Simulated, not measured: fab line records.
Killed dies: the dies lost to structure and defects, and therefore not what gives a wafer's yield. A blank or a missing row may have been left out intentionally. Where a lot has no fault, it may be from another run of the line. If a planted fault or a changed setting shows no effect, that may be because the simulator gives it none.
The tool behind it: which one? | flow ritCmos | 7 lots with 21 wafers sampled at 2 steps, on a route of 202 steps

## WHAT THE GAUGES SHOWED, per wafer
RIT_SILICIDE_RS_MEAS_02: a four-point-probe measurement.
lot  | measured    | on           | SILICIDE_TI_RS (ohm/sq)
L745 | day 3 14:41 | filmMetro-03 | 48.9 48.1 47.8
L748 | day 4 07:20 | filmMetro-04 | 47.8 47.2 48.2
L751 | day 4 18:58 | filmMetro-04 | 48.9 49.5 48.9
L754 | day 5 06:58 | filmMetro-04 | 48.1 48.5 48.4
L760 | day 6 11:07 | filmMetro-04 | 49.1 49.2 48.4
L764 | day 7 11:39 | filmMetro-04 | 48.0 47.8 40.8 48.5 48.2 41.2
L767 | day 8 04:19 | filmMetro-04 | 48.2 48.6 48.0

## WHICH TOOL RAN EACH LOT (tool, then ch and the chambers of the sampled wafers, then the start)
lot  | RIT_SILICIDE_SPUTTER_01
L745 | pvdSputter-04, day 3 14:32
L748 | pvdSputter-02, day 4 07:11
L751 | pvdSputter-04, day 4 18:47
L754 | pvdSputter-01, day 5 06:47
L760 | pvdSputter-01, day 6 10:57
L764 | pvdSputter-02, day 7 11:29
L767 | pvdSputter-04, day 8 04:10
- RIT_SILICIDE_SPUTTER_01: material Ti, target thk 30 nm, time 240 s.

## THE ANSWER, worked out from the rows above alone
Rule: what is usual is taken from the lots themselves. Put in order of their means at a reading, lots are off if they are a third of the lots or fewer, leave a main group of 4 or more, and stand apart from it by a gap of 3 or more times the standard deviation of the main group's means; of several such gaps the widest counts. If all means in a main group match to the digits the tables above print for the reading, that group is not used. Also off: a lot with no number at a reading for which 4 or more lots have one. Any other lot the step has rows for is counted as sound.
Off: L764, seen at RIT_SILICIDE_RS_MEAS_02 (SILICIDE_TI_RS). The main group: mean 48.4 ohm/sq, standard deviation 0.45.
A tool fits if, at a process step before that reading, it ran every lot that is off, and no sound lot after the first of them. Gauges at RIT_SILICIDE_RS_MEAS_02: tried the same way as those tools. One fits: RIT_SILICIDE_SPUTTER_01 on pvdSputter-02. A fault onset in the window from L748 (day 4 07:11, its last sound lot) to L764 (day 7 11:29, its first lot off) fits.

## WHAT THE SIMULATOR HAD PUT IN
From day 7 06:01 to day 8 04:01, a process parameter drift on pvdSputter-02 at RIT_SILICIDE_SPUTTER_01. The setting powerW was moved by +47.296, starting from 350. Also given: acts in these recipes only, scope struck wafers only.
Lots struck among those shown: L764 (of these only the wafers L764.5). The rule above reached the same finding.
